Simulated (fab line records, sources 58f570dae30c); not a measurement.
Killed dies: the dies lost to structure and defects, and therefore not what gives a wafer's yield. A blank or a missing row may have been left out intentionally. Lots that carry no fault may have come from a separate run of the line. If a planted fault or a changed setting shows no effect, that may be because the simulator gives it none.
Comparing a struck lot with a sound one -- flow berkeleyCmos170 -- 15 steps out of a route of 331
Sound: the wafers L540.2, L540.3, L540.6. Struck: wafers L549.1, L549.3, L549.6. At the end, the cause is stated.
At each step with rows: each side's tool, then ch and its chambers, then its first start. Under that, the readings that differ: sound wafers -- struck wafers -- difference of the means -- sigmas: that difference in standard deviations of wafers without a fault.
alike: words and numbers the same on both sides, and readings whose means are apart by under 2 such deviations; not compared: readings that were withheld, readings missing a value for some wafer, numbers with overlapping values and no deviation given by the record, and bounds like >300 which may hide the same value.
The two part at a step that has a row with sigmas, a row that says differs or no value, or rows on one side only. Numbers that have no deviation but don't overlap get no sigmas and don't part them. A reading missing from all wafers of one side parts the sides only when that side holds two or more wafers.

UCB170_ACTIVE_THK_MEAS_03:
  sound on filmMetro-01, day 7 19:08; struck on filmMetro-04, day 8 20:03
  alike: ACTIVE_OXIDE_THK
then, 2 steps without rows for these wafers: UCB170_ACTIVE_ANNEAL_04 (time 900 s); UCB170_ACTIVE_CVD_05 (deposits Si3N4 from SiH2Cl2/NH3, target thk 220 nm, time 3300 s).
UCB170_ACTIVE_THK_MEAS_06:
  sound on filmMetro-04, day 8 03:40; struck on filmMetro-02, day 9 03:55
  alike: ACTIVE_NITRIDE_THK
then, 6 steps without rows for these wafers: UCB170_ACTIVE_HMDS_07 (prime time 60 s); UCB170_ACTIVE_COAT_08 (resist thk 900 nm); UCB170_ACTIVE_SOFTBAKE_09 (time 60 s); UCB170_ACTIVE_EXPOSE_10 (exposes mask ACTIVE, target cd 1200 nm); UCB170_ACTIVE_PEB_11; UCB170_ACTIVE_DEVELOP_12 (develop time 45 s).
UCB170_ACTIVE_CD_MEAS_13 targets a cd of 1200 nm.
  sound on cdSem-01, day 8 05:29; struck on cdSem-01, day 9 05:42
  alike: cdNm
UCB170_ACTIVE_OVL_MEAS_14:
  sound on overlay-02, day 8 05:36; struck on overlay-01, day 9 05:49
  alike: ACTIVE_OVL
UCB170_ACTIVE_ETCH_15: etches Si3N4 in CH3F/Ar/O2, stops on SiO2, target depth 242 nm, time 151 s.
  sound on rieDiel-02 ch 1,2,3, day 8 05:38; struck on rieDiel-02 ch 0,1,3, day 9 05:51
reading,sound,struck,difference,sigmas
rfFwdPowerW (W),448.0 449.1 444.8,375.3 375.2 376.0,-71.8,-51
model.KrF_of_ACTIVE_COAT_08.thkNm (nm),730 730.6 720.1,745.1 739.1 741.1,+14.9,
  alike: drypumpMotorCurrentA, mfcArSccm, oesProductAu, throttleValvePct
  not compared: rfHoursCounterH
UCB170_ACTIVE_STRIP_16: strips in O2.
  sound on plasmaAsher-03 ch 0, day 8 05:44; struck on plasmaAsher-03 ch 0, day 9 05:57
reading,sound,struck,difference,sigmas
stripTimeToEndpointS (s),18.21 18.24 18.00,18.57 18.44 18.48,+0.35,+4
  alike: drypumpMotorCurrentA, oesProductAu
  not compared: rfHoursCounterH
UCB170_ACTIVE_CD_MEAS_90 targets a cd of 1200 nm.
  sound on cdSem-02, day 8 05:51; struck on cdSem-01, day 9 06:03
  alike: cdNm

== WHERE THEY PART ==
Last at UCB170_ACTIVE_STRIP_16 as far as this record goes, first at UCB170_ACTIVE_ETCH_15. Later steps at which nothing parts them and some readings are alike: UCB170_ACTIVE_CD_MEAS_90.

WHY: the cause the simulator had injected
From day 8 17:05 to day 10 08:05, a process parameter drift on rieDiel-02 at UCB170_ACTIVE_ETCH_15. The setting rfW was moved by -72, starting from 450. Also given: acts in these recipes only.
